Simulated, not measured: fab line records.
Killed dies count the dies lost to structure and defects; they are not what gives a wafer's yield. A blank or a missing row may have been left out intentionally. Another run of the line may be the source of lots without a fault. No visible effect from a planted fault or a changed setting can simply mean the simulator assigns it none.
Check for tools in common + flow rit_cmos + 42 wafers sampled across 14 lots

REASON IT WAS OPENED
2 of 14 lots carry a flag on the reading SPACER_NITRIDE_THK at RIT_SPACER_THK_MEAS_04. Fault-free wafers read 249.5 nm, with a standard deviation of 3.
Rule: a lot is flagged when every wafer of it that has a number lies more than 4 standard deviations from that mean, or none has a number. All remaining lots are regarded as sound.

| lot  | measured    | on            | SPACER_NITRIDE_THK (nm), wafer by wafer | flag    |
|------|-------------|---------------|-----------------------------------------|---------|
| L558 | day 3 03:14 | film_metro-01 | 251.0 252.3 251.9                       |         |
| L559 | day 3 10:19 | film_metro-04 | 252.3 250.7 251.5                       |         |
| L560 | day 3 14:33 | film_metro-04 | 246.7 250.4 249.5                       |         |
| L561 | day 3 19:52 | film_metro-03 | 249.4 249.3 250.1                       |         |
| L562 | day 4 03:05 | film_metro-03 | 322.7 324.5 325.8                       | FLAGGED |
| L565 | day 4 14:34 | film_metro-04 | 252.0 251.9 250.3                       |         |
| L566 | day 4 18:48 | film_metro-03 | 323.2 321.6 321.0                       | FLAGGED |
| L571 | day 5 18:05 | film_metro-04 | 250.0 250.3 246.6                       |         |
| L574 | day 6 06:38 | film_metro-01 | 249.7 249.8 247.3                       |         |
| L577 | day 7 01:25 | film_metro-03 | 253.2 251.1 251.8                       |         |
| L578 | day 7 07:20 | film_metro-04 | 244.6 246.5 245.6                       |         |
| L579 | day 7 09:29 | film_metro-03 | 251.7 253.8 253.3                       |         |
| L580 | day 7 13:18 | film_metro-03 | 248.4 247.7 248.8                       |         |
| L581 | day 8 00:00 | film_metro-04 | 251.1 251.3 252.4                       |         |
Average over the flagged lots: 323.1 nm; offset from the usual +73.6 nm, equal to +25 standard deviations.

TOOL THAT RAN EACH LOT
2 process steps preceding the reading are held in the record, out of 202 steps in the route. In each cell: the tool, then ch and the chambers that the sampled wafers went through, then the start.
| lot  | flag    | RIT_GATE_ETCH_19                | RIT_SPACER_CVD_03          |
|------|---------|---------------------------------|----------------------------|
| L558 |         | rie_si-02 ch 1,2, day 2 16:13   | lpcvd-02 ch 0, day 3 01:18 |
| L559 |         | rie_si-01 ch 0,1,2, day 3 01:11 | lpcvd-02 ch 0, day 3 08:25 |
| L560 |         | rie_si-02 ch 1,2,3, day 3 05:43 | lpcvd-02 ch 1, day 3 12:38 |
| L561 |         | rie_si-01 ch 0,1, day 3 09:07   | lpcvd-02 ch 0, day 3 17:58 |
| L562 | FLAGGED | rie_si-02 ch 1,2, day 3 17:32   | lpcvd-02 ch 0, day 4 01:11 |
| L565 |         | rie_si-01 ch 1,2,3, day 4 05:13 | lpcvd-01 ch 1, day 4 12:38 |
| L566 | FLAGGED | rie_si-02 ch 0,2,3, day 4 10:02 | lpcvd-02 ch 0, day 4 16:53 |
| L571 |         | rie_si-01 ch 1,2,3, day 5 07:13 | lpcvd-01 ch 1, day 5 16:10 |
| L574 |         | rie_si-02 ch 0,2, day 5 21:29   | lpcvd-01 ch 0, day 6 04:42 |
| L577 |         | rie_si-01 ch 0,1,2, day 6 16:55 | lpcvd-02 ch 1, day 6 23:30 |
| L578 |         | rie_si-02 ch 1,3, day 6 20:12   | lpcvd-01 ch 1, day 7 05:25 |
| L579 |         | rie_si-01 ch 1,2,3, day 6 23:38 | lpcvd-02 ch 1, day 7 07:34 |
| L580 |         | rie_si-02 ch 0,2,3, day 7 04:46 | lpcvd-01 ch 0, day 7 11:22 |
| L581 |         | rie_si-01 ch 0,3, day 7 13:29   | lpcvd-02 ch 0, day 7 22:05 |
What is done by these steps:
- RIT_GATE_ETCH_19: etches poly-Si in SF6/CHF3/O2, stops on SiO2, time 165 s, target depth 312.5 nm.
- RIT_SPACER_CVD_03: deposits Si3N4 from SiH2Cl2/NH3, target thk 250 nm, time 3300 s.
- RIT_SPACER_THK_MEAS_04

FLAGGED OVER TOTAL, TOOL BY TOOL (the gauges that took the reading come last)
| step                   | tool          | lots run | flagged | share of the flagged lots | sound lots run after its first flagged lot |
|------------------------|---------------|----------|---------|---------------------------|--------------------------------------------|
| RIT_GATE_ETCH_19       | rie_si-01     | 7        | 0       | none                      | -                                          |
| RIT_GATE_ETCH_19       | rie_si-02     | 7        | 2       | all                       | 3 (L574,L578,L580)                         |
| RIT_SPACER_CVD_03      | lpcvd-01      | 5        | 0       | none                      | -                                          |
| RIT_SPACER_CVD_03      | lpcvd-02      | 9        | 2       | all                       | 3 (L577,L579,L581)                         |
| RIT_SPACER_THK_MEAS_04 | film_metro-01 | 2        | 0       | none                      | -                                          |
| RIT_SPACER_THK_MEAS_04 | film_metro-03 | 6        | 2       | all                       | 3 (L577,L579,L580)                         |
| RIT_SPACER_THK_MEAS_04 | film_metro-04 | 6        | 0       | none                      | -                                          |

WHAT THE TABLE PERMITS
3 rows of the table ran every flagged lot: rie_si-02 at RIT_GATE_ETCH_19, lpcvd-02 at RIT_SPACER_CVD_03, film_metro-03 at RIT_SPACER_THK_MEAS_04.
- rie_si-02 at RIT_GATE_ETCH_19 ran 7 lots, 2 of them flagged. Sound lots ran on it after the first flagged one (L574, L578, L580), which a lasting fault on the whole tool wouldn't allow.
- lpcvd-02 at RIT_SPACER_CVD_03 ran 9 lots, 2 of them flagged. Sound lots ran on it after the first flagged one (L577, L579, L581), which a lasting fault on the whole tool wouldn't allow. Its own readings lie more than 4 standard deviations out on every wafer of the flagged lots: spike_tc_centre_C, spike_tc_load_C, spike_tc_source_C, susceptor_temp_C.
- film_metro-03 at RIT_SPACER_THK_MEAS_04 ran 6 lots, 2 of them flagged. Sound lots ran on it after the first flagged one (L577, L579, L580), which a lasting fault on the whole tool wouldn't allow.
No row of the table ran every flagged lot and no sound lot after the first.

WHAT THE SIMULATOR HAD PUT IN
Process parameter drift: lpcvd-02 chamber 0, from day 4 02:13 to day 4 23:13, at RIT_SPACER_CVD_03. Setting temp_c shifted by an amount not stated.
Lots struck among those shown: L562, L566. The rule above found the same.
